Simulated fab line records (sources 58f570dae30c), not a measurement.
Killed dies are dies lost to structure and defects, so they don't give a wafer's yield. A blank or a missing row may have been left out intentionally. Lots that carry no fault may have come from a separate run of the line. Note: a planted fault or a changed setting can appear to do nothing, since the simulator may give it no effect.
2 desks, one fault | flow berkeley cmos170 | each desk has only its own numbers; what lay behind them comes last

## METROLOGY DESK
What the gauges read, lot by lot, whatever tool the lot ran on: means of the sampled wafers that have a number. Marked OUT: a lot whose mean sits more than 4 standard deviations from the usual mean, which makes it out of limits; the brackets give that distance.
Columns: A = PWELL_TW at UCB170_PWELL_TW_MEAS_17, usual 376.5; B = FIELD_OXIDE_LEFT_2_THK at UCB170_FIELD_THK_MEAS_91, usual 357 nm
lot  | first seen here | A     | B
L287 | day 3 01:17     | 375.3 | 354
L288 | day 3 06:17     | 374.5 | 350
L292 | day 4 12:35     | 377.8 | 368
L293 | day 4 16:37     | 377.5 | 361
L294 | day 4 16:53     | 381.6 | 375
L297 | day 5 06:46     | 374.0 | 365
L300 | day 5 19:50     | 377.0 | 361
L301 | day 5 20:07     | 375.1 | 345
L304 | day 6 18:38     | 372.4 | 365
L305 | day 6 18:59     | 373.7 | 348
L306 | day 6 23:08     | 378.1 | 350
L307 | day 7 00:46     | 373.5 | 353
L309 | day 7 08:44     | 374.2 | 343
L310 | day 7 16:28     | 378.1 | 357
This desk found nothing out of limits on any of the 14 lots.

## THE TOOL OWNER'S DESK: krf scanner-02
The tool's own readings at UCB170_NVT_EXPOSE_03 (exposes mask PWELL, target cd 3000 nm): means of the sampled wafers that have a number, for each lot that ran on this tool. Marked OUT: a lot whose mean sits more than 4 standard deviations from the usual mean, which makes it out of limits; the brackets give that distance.
Columns: A = exposure dose mJ cm2 at UCB170_NVT_EXPOSE_03, usual 30.00
lot  | first seen here | A
L287 | day 5 06:29     | 30.01
L297 | day 7 12:37     | 31.18 (+38) OUT
L300 | day 8 00:30     | 31.20 (+39) OUT
This desk's finding: out of limits on L297, L300; first on L297, day 7 12:37 (exposure dose mJ cm2 at UCB170_NVT_EXPOSE_03). L287: within limits.

## TAKEN TOGETHER
At day 7 12:37, on L297, L300, the tool owner's desk was in a position to raise an alarm.
At the metrology desk, nothing out of limits was observed.
The metrology desk holds a record of L297, L300, inside its limits.
UCB170_NVT_EXPOSE_03 was run on krf scanner-02 by each of the lots named.

## WHAT THE SIMULATOR HAD PUT IN
Process parameters drifting: krf scanner-02 at UCB170_NVT_EXPOSE_03, beginning at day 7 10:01. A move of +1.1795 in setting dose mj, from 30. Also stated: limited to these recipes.
Lots struck among those shown: L297, L300.
Delay in hours, fault start to first out-of-limits reading, by desk: the tool owner's desk at 3.
